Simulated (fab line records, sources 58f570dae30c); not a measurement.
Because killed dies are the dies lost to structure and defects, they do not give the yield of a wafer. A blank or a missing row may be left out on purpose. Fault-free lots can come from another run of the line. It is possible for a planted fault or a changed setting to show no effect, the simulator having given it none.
Chamber matching ; flow berkeleyCmos170 ; UCB170_ZERO_ETCH_06 on rieDiel-04 has 4 sister chambers
The step etches SiO2 in CHF3/CF4/Ar, time 12 s. 4 wafers are shown with their chamber, then 11 later ones without.

== WAFERS, EACH WITH ITS CHAMBER ==
wafer;chamber;drypumpMotorCurrentA (A)
L083.5;3;5.92
L085.2;1;5.85
L085.5;2;6.18
L092.3;0;5.66

== WAFERS WITH NO CHAMBER GIVEN ==
wafer;drypumpMotorCurrentA (A)
L092.4;6.16
L092.5;5.88
L093.1;5.68
L093.2;5.82
L093.5;5.89
L095.1;5.69
L095.2;5.89
L095.3;5.83
L096.1;5.85
L096.3;6.15
L096.5;5.85

== WHICH CHAMBER EACH ONE RAN IN ==
wafer;from the rows above;in truth
L092.4;2;2
L092.5;can't be placed: 1 or 3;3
L093.1;0;0
L093.2;1;1
L093.5;can't be placed: 3 or 1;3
L095.1;0;0
L095.2;can't be placed: 3 or 1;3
L095.3;1;1
L096.1;1;1
L096.3;2;2
L096.5;1;1
8 of 11 placed correctly. From these rows, 3 cannot be placed; in 3 the true chamber is one of the candidates. Number placed wrongly: 0.
How it was worked out, from the rows above alone: a wafer's distance from a chamber is the root of the sum, over the readings, of the square of ((its reading less the chamber's mean) divided by the reading's scatter). The wafer belongs to the nearest chamber; if the next one is less than 2 further off, it can't be placed. Each chamber's mean is taken over the wafers shown for it. The scatter (one wafer shown for each chamber): square how far every hidden wafer sits from the nearest shown wafer, average those squares and take the square root.
